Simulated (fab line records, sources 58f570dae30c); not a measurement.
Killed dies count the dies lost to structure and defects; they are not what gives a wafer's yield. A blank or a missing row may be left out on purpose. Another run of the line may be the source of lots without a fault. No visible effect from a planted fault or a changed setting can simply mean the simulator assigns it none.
Split-lot trial + flow berkeley-cmos170 + route with 331 steps; 5 lots, 23 wafers read

## ON THE SPLIT
At UCB170_V1_EXPOSE_09 (exposes mask VIA1, target cd 700 nm), the setting dose-mj was moved away from the recipe's 37 on 8 of the 23 wafers read, by -5.0% to -2.7%. All remaining wafers had this setting at the recipe value.

## FROM THE SPLIT TO THE READING: what the file shows between them, 5 steps
- UCB170_V1_PEB_10
- UCB170_V1_DEVELOP_11: develop time 45 s
- UCB170_V1_CD_MEAS_12: target cd 700 nm
- UCB170_V1_ETCH_14: etches SiO2 in CHF3/CF4/Ar, stops on Al, target depth 1250 nm, time 291 s
- UCB170_V1_STRIP_15: strips in O2

## THE READING
cd-nm (nm) at UCB170_V1_CD_MEAS_90, where the cd target is 700 nm. Fault-free wafers of this fab line usually give 699.9 nm, standard deviation 1.3 nm.

| wafer  | tool, chamber at the split | dose-mj as run | against the recipe | cd-nm, nm | against lot-mates on the recipe |
|--------|----------------------------|----------------|--------------------|-----------|---------------------------------|
| L077.2 | krf-scanner-02, 0          | 36.01          | -2.7%              | 695.1     | -3.9                            |
| L077.3 | krf-scanner-02, 0          | 36.01          | -2.7%              | 694.6     | -4.4                            |
| L077.4 | krf-scanner-02, 0          | 36.01          | -2.7%              | 696.5     | -2.5                            |
| L077.5 | krf-scanner-02, 0          | 37             | recipe             | 699.7     | -                               |
| L077.6 | krf-scanner-02, 0          | 37             | recipe             | 698.3     | -                               |
| L076.1 | krf-scanner-02, 0          | 35.15          | -5.0%              | 694.2     | -7.9                            |
| L076.2 | krf-scanner-02, 0          | 37             | recipe             | 702.5     | -                               |
| L076.3 | krf-scanner-02, 0          | 37             | recipe             | 701.2     | -                               |
| L076.4 | krf-scanner-02, 0          | 37             | recipe             | 702.6     | -                               |
| L076.5 | krf-scanner-02, 0          | 35.15          | -5.0%              | 692.9     | -9.2                            |
| L081.1 | krf-scanner-01, 0          | 37             | recipe             | 699.6     | -                               |
| L081.2 | krf-scanner-01, 0          | 37             | recipe             | 699.4     | -                               |
| L081.3 | krf-scanner-01, 0          | 37             | recipe             | 699.2     | -                               |
| L081.4 | krf-scanner-01, 0          | 37             | recipe             | 698.4     | -                               |
| L081.5 | krf-scanner-01, 0          | 37             | recipe             | 700.4     | -                               |
| L083.1 | krf-scanner-02, 0          | 37             | recipe             | 699.5     | -                               |
| L083.3 | krf-scanner-02, 0          | 37             | recipe             | 698.1     | -                               |
| L083.5 | krf-scanner-02, 0          | 37             | recipe             | 699.0     | -                               |
| L085.1 | krf-scanner-02, 0          | 37             | recipe             | 700.4     | -                               |
| L085.2 | krf-scanner-02, 0          | 35.74          | -3.4%              | 694.9     | -5.5                            |
| L085.3 | krf-scanner-02, 0          | 37             | recipe             | 700.4     | -                               |
| L085.5 | krf-scanner-02, 0          | 35.74          | -3.4%              | 693.1     | -7.3                            |
| L085.6 | krf-scanner-02, 0          | 35.74          | -3.4%              | 694.4     | -6.0                            |

FIT RESULTS
A straight line over all 23 wafers: cd-nm changes by +1.47 nm for each +1% of dose-mj; r = +0.90; the points scatter about the line by 1.3 nm.
The same after taking each lot's own level away (the mean of its wafers on the recipe; 23 wafers): +1.69 nm for each +1%; r = +0.97; scatter 0.79 nm.
The reading moves by 8.5 nm for the largest change in dose-mj, on that fit.
Across the lots, their own levels run from 698.87 to 702.10 nm, a range of 2.5 times the standard deviation given above.
In other words, the slope is changed by the lot-to-lot level; the two fits disagree.
Check: for one of the wafers moved furthest among these (-5.0%), held out of the fit, the line's prediction against its lot-mates is -8.57 nm. It came out at -7.9 nm against them.

## OTHER SPLITS ON THESE WAFERS
Before the reading, these wafers also passed through other splits. Each is held against what the fit with the lots' levels taken away leaves over:
| other split on the same wafers    | wafers away from the commonest value | r with cd-nm (lot level and that fit taken away) |
|-----------------------------------|--------------------------------------|--------------------------------------------------|
| UCB170_SILICIDE_SPUTTER_01 time-s | 5                                    | -0.06                                            |
| UCB170_V1_CVD_00 time-s           | 8                                    | +0.13                                            |

## THE WHOLE CHAIN: every reading that the file lists as answering this split, in the file's order
| step                 | what it does                                                              | reading                                                   | change (the file's fit)              | r (the file's) |
|----------------------|---------------------------------------------------------------------------|-----------------------------------------------------------|--------------------------------------|----------------|
| UCB170_V1_CD_MEAS_12 | target cd 700 nm                                                          | cd-nm                                                     | +1.67 nm for each +1% of the setting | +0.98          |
| UCB170_V1_ETCH_14    | etches SiO2 in CHF3/CF4/Ar, stops on Al, target depth 1250 nm, time 291 s | V1.cd-nm (the simulator's own value, which no gauge read) | +1.69 nm for each +1% of the setting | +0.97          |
| UCB170_V1_CD_MEAS_90 | target cd 700 nm                                                          | cd-nm                                                     | +1.69 nm for each +1% of the setting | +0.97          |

## FILE'S OWN FIT
cd-nm changes by +1.69 nm for each +1% of dose-mj, r = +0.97.
